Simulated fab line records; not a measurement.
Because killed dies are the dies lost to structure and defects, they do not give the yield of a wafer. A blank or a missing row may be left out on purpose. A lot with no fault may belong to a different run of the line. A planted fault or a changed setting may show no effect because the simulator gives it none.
Struck lot and sound lot, side by side | flow rit-cmos | 44 out of 202 route steps
Sound: the wafers L785.1, L785.5, L785.6. The struck wafers were L793.1, L793.4, L793.6. The cause is named last.
Order at every step that has rows: each side's tool, ch and its chambers, its first start. Under that, the readings that differ: sound wafers | struck wafers | difference of the means | sigmas: that difference in standard deviations of wafers without a fault.
alike: readings with means less than 2 such deviations apart, plus words and numbers identical on both sides. not compared: withheld readings, readings lacking a value on some wafer, bounds such as >300 that could conceal the same value, and numbers that have no deviation in the record and whose values overlap.
The two part at a step that has a row with sigmas, a row that says differs or no value, or rows on one side only. Non-overlapping numbers with no deviation appear without sigmas and do not part them. Lack of a reading on every wafer of one side parts them only where that side has two or more wafers.

first, 3 steps without rows for these wafers: RIT_GATE_EXPOSE_13 (exposes mask M6, target cd 150 nm); RIT_GATE_PEB_14; RIT_GATE_DEVELOP_15 (develop time 50 s).
RIT_GATE_CD_MEAS_16 targets a cd of 150 nm.
  struck on cd-sem-01, day 5 23:23; sound on cd-sem-01, day 4 05:57
  reading    | sound             | struck            | difference | sigmas
  cd-nm (nm) | 154.4 153.3 151.4 | 147.3 146.4 149.0 | -5.5       | -2
RIT_GATE_OVL_MEAS_17:
  struck on overlay-02, day 5 23:30; sound on overlay-01, day 4 06:04
  alike: GATE_OVL
then, 1 step without rows for these wafers: RIT_GATE_HARDBAKE_18 (time 60 s).
RIT_GATE_ETCH_19: etches poly-Si in SF6/CHF3/O2, stops on SiO2, time 165 s, target depth 312.5 nm.
  sound on rie-si-01 ch 1,2,3, day 4 06:15; struck on rie-si-01 ch 0,2,3, day 5 23:41
  alike: drypump-motor-current-A, oes-product-au, throttle-valve-pct
  not compared: rf-hours-counter-h
RIT_GATE_STRIP_20: strips in O2, time 180 s.
  sound on plasma-asher-01 ch 0,1, day 4 06:22; struck on plasma-asher-03 ch 0,1, day 5 23:47
  alike: drypump-motor-current-A
  not compared: rf-hours-counter-h
RIT_GATE_CD_MEAS_90 targets a cd of 150 nm.
  struck on cd-sem-02, day 5 23:58; sound on cd-sem-02, day 4 06:32
  reading    | sound             | struck            | difference | sigmas
  cd-nm (nm) | 154.9 153.2 151.4 | 147.3 146.9 148.9 | -5.5       | -2
then, 3 steps without rows for these wafers: RIT_REOX_CLEAN_00 (cleans in SC1, time 600 s); RIT_REOX_CLEAN_01 (cleans in dHF, time 30 s); RIT_REOX_CLEAN_02 (cleans in SC2, time 600 s).
RIT_REOX_OXIDATION_03: target thk 25.2 nm, ox time 5580 s.
  sound on furnace-03 ch 0, day 4 07:13; struck on furnace-03 ch 0, day 6 01:11
  reading                                     | sound             | struck            | difference | sigmas
  model.SiO2_of_REOX_OXIDATION_03.thk-nm (nm) | 25.57 25.21 25.36 | 31.4 31.65 31.24  | +6.1       |
  model.poly-Si_of_GATE_CVD_08.thk-nm (nm)    | 234.3 235.6 233.1 | 230.5 228.6 227.3 | -5.5       |
RIT_REOX_THK_MEAS_04:
  struck on film-metro-02, day 6 03:44; sound on film-metro-03, day 4 09:46
  reading             | sound          | struck         | difference | sigmas
  REOX_OXIDE_THK (nm) | 25.5 25.2 25.4 | 31.4 31.6 31.2 | +6.0       | +15
then, 6 steps without rows for these wafers: RIT_NLDD_HMDS_00 (prime time 60 s); RIT_NLDD_COAT_01 (resist thk 1000 nm); RIT_NLDD_SOFTBAKE_02 (time 60 s); RIT_NLDD_EXPOSE_03 (exposes mask M7, target cd 40700 nm); RIT_NLDD_PEB_04; RIT_NLDD_DEVELOP_05 (develop time 50 s).
RIT_NLDD_OVL_MEAS_06:
  struck on overlay-01, day 6 04:46; sound on overlay-02, day 4 10:51
  alike: NLDD_OVL
then, 2 steps without rows for these wafers: RIT_NLDD_HARDBAKE_07 (time 60 s); RIT_NLDD_IMPLANT_08.
RIT_NLDD_STRIP_09: strips in O2, time 180 s.
  sound on plasma-asher-03 ch 0,1, day 4 11:11; struck on plasma-asher-03 ch 1, day 6 05:07
  alike: drypump-motor-current-A
  not compared: rf-hours-counter-h
RIT_NLDD_TW_MEAS_10:
  struck on film-metro-03, day 6 05:17; sound on film-metro-04, day 4 11:22
  reading | sound          | struck         | difference | sigmas
  NLDD_TW | 2468 2482 2473 | 2528 2520 2507 | +44        | +2
then, 6 steps without rows for these wafers: RIT_PLDD_HMDS_00 (prime time 60 s); RIT_PLDD_COAT_01 (resist thk 1000 nm); RIT_PLDD_SOFTBAKE_02 (time 60 s); RIT_PLDD_EXPOSE_03 (exposes mask M8, target cd 40900 nm); RIT_PLDD_PEB_04; RIT_PLDD_DEVELOP_05 (develop time 50 s).
RIT_PLDD_OVL_MEAS_06:
  struck on overlay-02, day 6 06:13; sound on overlay-01, day 4 12:35
  alike: PLDD_OVL
then, 2 steps without rows for these wafers: RIT_PLDD_HARDBAKE_07 (time 60 s); RIT_PLDD_IMPLANT_08.
RIT_PLDD_STRIP_09: strips in O2, time 180 s.
  sound on plasma-asher-04 ch 0,1, day 4 12:56; struck on plasma-asher-01 ch 0,1, day 6 06:32
  alike: drypump-motor-current-A
  not compared: rf-hours-counter-h
RIT_PLDD_TW_MEAS_10:
  struck on film-metro-04, day 6 06:43; sound on film-metro-04, day 4 13:06
  alike: PLDD_TW
RIT_SPACER_CLEAN_00: cleans in SC1, time 600 s.
  sound on wet-bench-02 ch 1, day 4 13:10; struck on wet-bench-02 ch 2, day 6 06:47
  reading                                     | sound             | struck            | difference | sigmas
  model.SiO2_of_REOX_OXIDATION_03.thk-nm (nm) | 23.63 23.32 23.44 | 28.99 29.22 28.84 | +5.55      |
then, 3 steps without rows for these wafers: RIT_SPACER_CLEAN_01 (cleans in dHF, time 30 s); RIT_SPACER_CLEAN_02 (cleans in SC2, time 600 s); RIT_SPACER_CVD_03 (deposits Si3N4 from SiH2Cl2/NH3, target thk 250 nm, time 3300 s).
RIT_SPACER_THK_MEAS_04:
  struck on film-metro-01, day 6 09:04; sound on film-metro-02, day 4 16:44
  alike: SPACER_NITRIDE_THK
RIT_SPACER_ETCHBACK_05: etches Si3N4 in SF6/CHF3, stops on SiO2, target depth 250 nm, time 240 s.
  sound on rie-diel-02 ch 0,3, day 4 16:47; struck on rie-diel-04 ch 0,2,3, day 6 09:07
  alike: drypump-motor-current-A, oes-product-au, throttle-valve-pct
  not compared: rf-hours-counter-h
RIT_SDANNEAL_CLEAN_02: cleans in SC2, time 600 s.
  sound on wet-bench-01 ch 2, day 4 20:19; struck on wet-bench-04 ch 1, day 6 12:31
  reading                                  | sound           | struck            | difference | sigmas
  model.poly-Si_of_GATE_CVD_08.thk-nm (nm) | 164.7 164.7 163 | 160.4 158.4 157.1 | -5.5       |
RIT_M1_PROBE_99:
  record: rows for the struck wafers here (prober-02, day 6 20:06), none for the sound ones

WHERE THEY PART
Earliest at RIT_GATE_CD_MEAS_16; latest, in this record, at RIT_M1_PROBE_99.

WHY: whatever the simulator had introduced
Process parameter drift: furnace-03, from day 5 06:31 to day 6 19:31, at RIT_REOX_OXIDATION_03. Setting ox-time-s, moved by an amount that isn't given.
